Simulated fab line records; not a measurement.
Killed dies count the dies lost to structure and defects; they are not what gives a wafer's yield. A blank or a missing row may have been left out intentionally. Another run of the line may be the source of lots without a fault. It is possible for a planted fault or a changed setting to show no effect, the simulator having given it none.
Split-lot trial    flow rit_cmos    5 lots, 23 wafers read, on a route of 202 steps

ON THE SPLIT
At RIT_NWELL_IMPLANT_08, the setting dose_cm2 was moved away from the recipe's 5e+13 on 8 of the 23 wafers read, by -5.1% to +4.3%. All remaining wafers had this setting at the recipe value.

FROM THE SPLIT TO THE READING: what the file shows between them, 4 steps
- RIT_PWELL_IMPLANT_08 (also split here: dose_cm2)
- RIT_PWELL_STRIP_09: strips in O2, time 180 s
- RIT_PWELL_TW_MEAS_10
- RIT_WELLDRIVE_ANNEAL_00: time 14700 s

THE READING
At RIT_WELLDRIVE_RS_MEAS_01, a four-point-probe measurement gives NWELL_RS in ohm/sq. Typical for fault-free wafers on this fab line: 275.9 ohm/sq, with standard deviation 0.73 ohm/sq.

wafer   tool, chamber at the split  dose_cm2 as run  against the recipe  NWELL_RS, ohm/sq  against lot-mates on the recipe
L075.1  implanter-01, 0             4.746e+13        -5.1%               285.1             +8.7
L075.3  implanter-01, 0             4.746e+13        -5.1%               285.5             +9.1
L075.4  implanter-01, 0             5e+13            recipe              276.6             -
L075.5  implanter-01, 0             5e+13            recipe              276.4             -
L075.6  implanter-01, 0             5e+13            recipe              276.2             -
L079.1  implanter-03, 0             4.841e+13        -3.2%               282.3             +5.8
L079.2  implanter-03, 0             4.841e+13        -3.2%               280.6             +4.1
L079.3  implanter-03, 0             5e+13            recipe              276.8             -
L079.4  implanter-03, 0             5e+13            recipe              276.1             -
L079.5  implanter-03, 0             4.841e+13        -3.2%               281.7             +5.2
L080.2  implanter-01, 0             5.214e+13        +4.3%               269.3             -6.6
L080.3  implanter-01, 0             5e+13            recipe              275.6             -
L080.4  implanter-01, 0             5e+13            recipe              276.1             -
L080.5  implanter-01, 0             5.214e+13        +4.3%               269.5             -6.4
L080.6  implanter-01, 0             5.214e+13        +4.3%               268.8             -7.1
L083.1  implanter-03, 0             5e+13            recipe              275.9             -
L083.2  implanter-03, 0             5e+13            recipe              276.2             -
L083.6  implanter-03, 0             5e+13            recipe              275.9             -
L085.1  implanter-03, 0             5e+13            recipe              275.1             -
L085.2  implanter-03, 0             5e+13            recipe              274.2             -
L085.3  implanter-03, 0             5e+13            recipe              275.4             -
L085.5  implanter-03, 0             5e+13            recipe              275.4             -
L085.6  implanter-03, 0             5e+13            recipe              275.7             -

THE FIT
A straight line over all 23 wafers: NWELL_RS changes by -1.71 ohm/sq for each +1% of dose_cm2; r = -0.99; the points scatter about the line by 0.68 ohm/sq.
The same after taking each lot's own level away (the mean of its wafers on the recipe; 23 wafers): -1.63 ohm/sq for each +1%; r = -0.99; scatter 0.47 ohm/sq.
According to that fit, moving dose_cm2 by its largest amount changes the reading by 8.3 ohm/sq.
Measured against the standard deviation above, the lots' own levels, which go from 275.16 to 276.45 ohm/sq, span 1.8 times it.
Consequently the slope shifts little with the lot-to-lot level, the two slopes agreeing.
Check: +8.3 ohm/sq against its lot-mates is what the line predicts for one of the wafers moved furthest among these (-5.1%) when that wafer is left out of the fit. Against them it came out at +8.7 ohm/sq.

THESE WAFERS: OTHER SPLITS
Before the reading, these wafers also passed through other splits. Each is held against what the fit with the lots' levels taken away leaves over:
other split on the same wafers     wafers away from the commonest value  r with NWELL_RS (lot level and that fit taken away)
RIT_ACTIVE_OXIDATION_01 ox_time_s  18                                    -0.02
RIT_ACTIVE_COAT_06 spin_rpm        4                                     +0.33
RIT_ACTIVE_ETCH_13 time_s          11                                    +0.11
RIT_NWELL_COAT_01 resist_thk_nm    4                                     +0.19
RIT_PWELL_IMPLANT_08 dose_cm2      11                                    +0.35

FILE'S OWN FIT
NWELL_RS changes by -1.66 ohm/sq for each +1% of dose_cm2, r = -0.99.
